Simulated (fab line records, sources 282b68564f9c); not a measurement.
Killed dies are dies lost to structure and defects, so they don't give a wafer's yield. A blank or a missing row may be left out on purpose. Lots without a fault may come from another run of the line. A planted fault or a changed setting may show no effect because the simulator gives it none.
Tool commonality check | flow rit_cmos | 14 lots, 42 wafers sampled

WHY IT WAS OPENED
At RIT_PWELL_TW_MEAS_10 the reading PWELL_TW is flagged on 2 of 14 lots. Wafers without a fault read 946, standard deviation 9.8.
Rule: a lot is flagged when every wafer of it that has a number lies more than 4 standard deviations from that mean, or none has a number. The other lots count as sound.

lot  | measured    | on            | PWELL_TW, wafer by wafer | flag
L249 | day 2 05:39 | film_metro-02 | 950 952 947              |
L250 | day 2 08:50 | film_metro-02 | 951 947 952              |
L252 | day 2 20:11 | film_metro-02 | 952 954 950              |
L253 | day 3 04:39 | film_metro-04 | 959 955 956              |
L256 | day 3 15:14 | film_metro-02 | 2198 2180 2184           | FLAGGED
L257 | day 3 22:14 | film_metro-04 | 2218 2229 2218           | FLAGGED
L262 | day 4 22:37 | film_metro-02 | 942 945 943              |
L263 | day 5 03:05 | film_metro-02 | 940 947 947              |
L264 | day 5 07:00 | film_metro-04 | 959 958 951              |
L265 | day 5 12:17 | film_metro-01 | 934 940 931              |
L267 | day 5 23:40 | film_metro-02 | 946 947 945              |
L268 | day 6 05:26 | film_metro-01 | 934 931 931              |
L269 | day 6 08:31 | film_metro-01 | 932 927 932              |
L270 | day 6 13:37 | film_metro-02 | 947 942 943              |
The numbers of the flagged lots are 2204 on average: +1258 against the usual, or +99 or more standard deviations.

WHICH TOOL RAN EACH LOT
The record holds 1 process step before the reading, out of a route of 202 steps. In each cell: the tool, then ch and the chambers that the sampled wafers went through, then the start.
lot  | flag    | RIT_NWELL_COAT_01
L249 |         | litho_track-02 ch 0, day 2 02:31
L250 |         | litho_track-02 ch 0, day 2 05:50
L252 |         | litho_track-03 ch 0, day 2 17:03
L253 |         | litho_track-04 ch 0, day 3 01:44
L256 | FLAGGED | litho_track-04, day 3 12:14
L257 | FLAGGED | litho_track-02, day 3 19:15
L262 |         | litho_track-04 ch 0, day 4 19:30
L263 |         | litho_track-04 ch 0, day 5 00:01
L264 |         | litho_track-03 ch 0, day 5 04:01
L265 |         | litho_track-02 ch 0, day 5 09:04
L267 |         | litho_track-02 ch 0, day 5 20:38
L268 |         | litho_track-04 ch 0, day 6 02:07
L269 |         | litho_track-03 ch 0, day 6 05:07
L270 |         | litho_track-03 ch 0, day 6 10:29
What these steps do:
- RIT_NWELL_COAT_01: resist thk 1300 nm.
- RIT_PWELL_TW_MEAS_10

FLAGGED OVER TOTAL, TOOL BY TOOL (the gauges that took the reading come last)
step                 | tool           | lots run | flagged | share of the flagged lots | sound lots run after its first flagged lot
RIT_NWELL_COAT_01    | litho_track-02 | 5        | 1       | some                      | 2 (L265,L267)
RIT_NWELL_COAT_01    | litho_track-03 | 4        | 0       | none                      | -
RIT_NWELL_COAT_01    | litho_track-04 | 5        | 1       | some                      | 3 (L262,L263,L268)
RIT_PWELL_TW_MEAS_10 | film_metro-01  | 3        | 0       | none                      | -
RIT_PWELL_TW_MEAS_10 | film_metro-02  | 8        | 1       | some                      | 4 (L262,L263,L267,L270)
RIT_PWELL_TW_MEAS_10 | film_metro-04  | 3        | 1       | some                      | 1 (L264)

WHAT THE TABLE ALLOWS
No row of the table ran every flagged lot.

WHAT THE SIMULATOR HAD PUT IN
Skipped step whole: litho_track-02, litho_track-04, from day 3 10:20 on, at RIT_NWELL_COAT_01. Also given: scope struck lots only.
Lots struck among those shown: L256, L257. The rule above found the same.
